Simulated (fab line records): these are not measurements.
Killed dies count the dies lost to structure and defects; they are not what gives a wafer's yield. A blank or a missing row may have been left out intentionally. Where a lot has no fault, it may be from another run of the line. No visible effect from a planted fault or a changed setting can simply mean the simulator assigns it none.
What tool caused it? :: flow berkeley cmos170 :: 14 lots with 42 wafers sampled at 2 steps, on a route of 331 steps

## WHAT THE GAUGES SHOWED, per wafer
UCB170_PWELL_THK_MEAS_06.
lot: L464
measured: day 2 21:26
on: film metro-04
PWELL_NITRIDE_THK (nm): 219.3 219.8 220.0

lot: L465
measured: day 3 03:57
on: film metro-02
PWELL_NITRIDE_THK (nm): 220.0 220.3 219.4

lot: L466
measured: day 3 14:20
on: film metro-01
PWELL_NITRIDE_THK (nm): 220.3 222.1 220.7

lot: L467
measured: day 3 14:22
on: film metro-04
PWELL_NITRIDE_THK (nm): 224.4 224.9 223.3

lot: L468
measured: day 3 14:20
on: film metro-02
PWELL_NITRIDE_THK (nm): 225.8 222.9 223.9

lot: L470
measured: day 3 21:25
on: film metro-04
PWELL_NITRIDE_THK (nm): 376.6 376.2 375.6

lot: L469
measured: day 3 23:22
on: film metro-02
PWELL_NITRIDE_THK (nm): 375.8 376.0 375.8

lot: L480
measured: day 6 14:26
on: film metro-04
PWELL_NITRIDE_THK (nm): 217.0 218.4 217.7

lot: L481
measured: day 6 22:01
on: film metro-04
PWELL_NITRIDE_THK (nm): 217.1 217.7 217.1

lot: L482
measured: day 6 22:00
on: film metro-02
PWELL_NITRIDE_THK (nm): 221.1 220.7 221.7

lot: L484
measured: day 7 14:58
on: film metro-02
PWELL_NITRIDE_THK (nm): 222.7 220.8 221.2

lot: L485
measured: day 7 20:07
on: film metro-01
PWELL_NITRIDE_THK (nm): 216.0 217.1 216.8

lot: L486
measured: day 7 20:08
on: film metro-02
PWELL_NITRIDE_THK (nm): 216.6 217.5 217.1

lot: L487
measured: day 7 20:11
on: film metro-04
PWELL_NITRIDE_THK (nm): 221.2 220.2 220.5

## WHICH TOOL RAN EACH LOT (tool, then ch and the chambers of the sampled wafers, then the start)
lot: L464
UCB170_PWELL_CVD_05: lpcvd-02 ch 0, day 2 19:31

lot: L465
UCB170_PWELL_CVD_05: lpcvd-02 ch 0, day 3 02:01

lot: L466
UCB170_PWELL_CVD_05: lpcvd-01 ch 0, day 3 11:28

lot: L467
UCB170_PWELL_CVD_05: lpcvd-01 ch 0, day 3 11:28

lot: L468
UCB170_PWELL_CVD_05: lpcvd-01 ch 0, day 3 11:28

lot: L470
UCB170_PWELL_CVD_05: lpcvd-01 ch 0, day 3 19:29

lot: L469
UCB170_PWELL_CVD_05: lpcvd-01 ch 0, day 3 21:25

lot: L480
UCB170_PWELL_CVD_05: lpcvd-02 ch 1, day 6 12:31

lot: L481
UCB170_PWELL_CVD_05: lpcvd-01 ch 1, day 6 20:04

lot: L482
UCB170_PWELL_CVD_05: lpcvd-01 ch 1, day 6 20:04

lot: L484
UCB170_PWELL_CVD_05: lpcvd-02 ch 0, day 7 13:03

lot: L485
UCB170_PWELL_CVD_05: lpcvd-01 ch 1, day 7 18:13

lot: L486
UCB170_PWELL_CVD_05: lpcvd-01 ch 0, day 7 18:13

lot: L487
UCB170_PWELL_CVD_05: lpcvd-01 ch 0, day 7 18:13
- UCB170_PWELL_CVD_05: deposits Si3N4 from SiH2Cl2/NH3, target thk 220 nm, time 3300 s.

## AS READ BY THE TOOLS THEMSELVES (means over the sampled wafers that have a number; for cases with no such wafer, the mark the record gives instead)
UCB170_PWELL_CVD_05.
lot: L464
tool: lpcvd-02
spike tc centre C (C): 799.1
spike tc load C (C): 824.8
spike tc source C (C): 823.9
susceptor temp C (C): 800.5
zone power load pct (%): 17.3
zone power source pct (%): 21.6

lot: L465
tool: lpcvd-02
spike tc centre C (C): 800.6
spike tc load C (C): 825.0
spike tc source C (C): 823.7
susceptor temp C (C): 800.2
zone power load pct (%): 17.3
zone power source pct (%): 21.5

lot: L466
tool: lpcvd-01
spike tc centre C (C): 802.6
spike tc load C (C): 825.3
spike tc source C (C): 822.7
susceptor temp C (C): 800.4
zone power load pct (%): 19.1
zone power source pct (%): 20.9

lot: L467
tool: lpcvd-01
spike tc centre C (C): 802.6
spike tc load C (C): 825.0
spike tc source C (C): 821.8
susceptor temp C (C): 799.6
zone power load pct (%): 19.1
zone power source pct (%): 20.8

lot: L468
tool: lpcvd-01
spike tc centre C (C): 802.0
spike tc load C (C): 825.1
spike tc source C (C): 820.9
susceptor temp C (C): 800.3
zone power load pct (%): 19.1
zone power source pct (%): 21.0

lot: L470
tool: lpcvd-01
spike tc centre C (C): 891.6
spike tc load C (C): 915.5
spike tc source C (C): 912.5
susceptor temp C (C): 889.0
zone power load pct (%): 24.0
zone power source pct (%): 26.1

lot: L469
tool: lpcvd-01
spike tc centre C (C): 892.5
spike tc load C (C): 916.2
spike tc source C (C): 913.3
susceptor temp C (C): 889.5
zone power load pct (%): 24.4
zone power source pct (%): 26.3

lot: L480
tool: lpcvd-02
spike tc centre C (C): 803.7
spike tc load C (C): 827.1
spike tc source C (C): 824.1
susceptor temp C (C): 800.1
zone power load pct (%): 19.6
zone power source pct (%): 19.7

lot: L481
tool: lpcvd-01
spike tc centre C (C): 804.1
spike tc load C (C): 822.1
spike tc source C (C): 824.9
susceptor temp C (C): 799.8
zone power load pct (%): 18.4
zone power source pct (%): 22.6

lot: L482
tool: lpcvd-01
spike tc centre C (C): 803.9
spike tc load C (C): 821.2
spike tc source C (C): 826.2
susceptor temp C (C): 799.9
zone power load pct (%): 18.3
zone power source pct (%): 22.5

lot: L484
tool: lpcvd-02
spike tc centre C (C): 800.5
spike tc load C (C): 825.0
spike tc source C (C): 823.1
susceptor temp C (C): 800.1
zone power load pct (%): 17.2
zone power source pct (%): 21.6

lot: L485
tool: lpcvd-01
spike tc centre C (C): 803.8
spike tc load C (C): 822.4
spike tc source C (C): 825.1
susceptor temp C (C): 799.7
zone power load pct (%): 18.3
zone power source pct (%): 22.6

lot: L486
tool: lpcvd-01
spike tc centre C (C): 802.9
spike tc load C (C): 824.6
spike tc source C (C): 821.3
susceptor temp C (C): 799.6
zone power load pct (%): 19.3
zone power source pct (%): 20.9

lot: L487
tool: lpcvd-01
spike tc centre C (C): 803.0
spike tc load C (C): 825.3
spike tc source C (C): 820.1
susceptor temp C (C): 799.9
zone power load pct (%): 19.4
zone power source pct (%): 20.9

## THE ANSWER, worked out from the rows above alone
Rule: the usual values come from the lots themselves. Put in order of their means at a reading, lots are off if they are a third of the lots or fewer, leave a main group of 4 or more, and stand apart from it by a gap of 3 or more times the standard deviation of the main group's means; of several such gaps the widest counts. If all means in a main group match to the digits the tables above print for the reading, that group is not used. A lot without any number at a reading at which 4 lots or more have one is off too. All remaining lots with rows at the step are treated as sound. The gauges are gone through in route order, then the tools' own readings, and for those a lot's mean is taken as printed above. The first step at which some lot is off is used, and at that step the reading that is off furthest; a lot without a number counts as furthest.
Off: L470, L469, seen at UCB170_PWELL_THK_MEAS_06 (PWELL_NITRIDE_THK). The main group: mean 220.1 nm, standard deviation 2.5.
A tool fits if, at a process step before that reading, it ran every lot that is off, and no sound lot after the first of them. The gauges at UCB170_PWELL_THK_MEAS_06 aren't tried: what is off there is off at UCB170_PWELL_CVD_05 too, on other tools, and a gauge's error can't cause that. None of those tried fits.

## WHAT THE SIMULATOR PUT IN
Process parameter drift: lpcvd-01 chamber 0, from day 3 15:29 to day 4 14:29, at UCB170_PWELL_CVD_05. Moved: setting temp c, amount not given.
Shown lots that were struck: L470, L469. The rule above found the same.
